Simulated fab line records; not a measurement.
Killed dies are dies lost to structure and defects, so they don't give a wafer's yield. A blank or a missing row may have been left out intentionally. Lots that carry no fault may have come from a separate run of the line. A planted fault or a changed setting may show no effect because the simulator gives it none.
Problem report in the 8D (eight disciplines) form, filled by code -- flow berkeley_cmos170 -- the parts of the form that need people (team, actions taken, sign-off) are left out

## 1. PROBLEM STATEMENT
spike_tc_load_C at UCB170_WELLDRIVE_ANNEAL_03 reads a mean of 1085.8 C on 6 wafers of 2 lots; wafers without a fault read 1126.5 C with a standard deviation of 1.2. Relative to the usual mean, that is a shift of -34 standard deviations.
The step: time 900 s.
First observed at day 6 21:04: wafer L682.1, on furnace-02. Wafers with a number at this step in the record: 42, from 14 lots. Rule for "out" (also "out of limits"): further than 4 standard deviations from the usual mean. All remaining wafers that have a number are taken as sound.

## 2. WHAT THIS IS AND IS NOT
question,is,is not
which readings at this step,"spike_tc_load_C, spike_tc_centre_C, spike_tc_source_C",-
which lots,"L682, L683","L669, L670, L671, L672, L673, L675, L676, L678, L680, L681, L684, L685"
which wafers of those lots,all that have a number,-
read on which tools,furnace-02,"furnace-01, furnace-04"
when,from day 6 21:04,"up to then (30 sound wafers); but 6 sound wafers of L684, L685 came after"

## 3. SUSPECTS, AND WHAT RULES EACH OUT
Counting: any tool at a process step up to the reading is kept as a suspect provided that every lot that is out went through it and no sound lot did after the first of them.
- furnace-02 at UCB170_WELLDRIVE_ANNEAL_03 (time 900 s): kept. It processed each lot that is out, first L682 at day 6 21:04, and no sound lot thereafter; up to then, the last sound lot it processed was L680 at day 6 13:07. On those wafers its own readings are out: spike_tc_centre_C, spike_tc_load_C, spike_tc_source_C.
The count leaves furnace-02 at UCB170_WELLDRIVE_ANNEAL_03.

## 4. THE CAUSE (what the simulator had put in)
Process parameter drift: furnace-02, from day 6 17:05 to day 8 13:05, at UCB170_WELLDRIVE_ANNEAL_03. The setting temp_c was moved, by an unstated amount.
Counting left only this tool.

## 5. THE CHAIN OF EFFECTS, in route order
One row per reading whose mean, taken over the struck wafers that have a number, lies over 3 standard deviations from the usual. Readings are gone through only where the record gives a usual standard deviation; hours: the median, over the lots, of the time from a lot's start at the first step in this table giving one to that lot's start at this step; sigmas: the change measured in usual standard deviations.
hours,step,reading,usual,on struck wafers,change,sigmas
0,UCB170_WELLDRIVE_ANNEAL_03,spike_tc_centre_C,1102.7 C,1062.3,-40.4,-27
0,UCB170_WELLDRIVE_ANNEAL_03,spike_tc_load_C,1126.5 C,1085.8,-40.7,-34
0,UCB170_WELLDRIVE_ANNEAL_03,spike_tc_source_C,1126.1 C,1085.1,-41.0,-23
The process steps in it:
- UCB170_WELLDRIVE_ANNEAL_03: time 900 s.

## 6. HOW IT WOULD HAVE BEEN CAUGHT EARLIER
In this record the first reading out of limits was taken at day 6 21:04, 4 hours after the fault began at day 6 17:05.
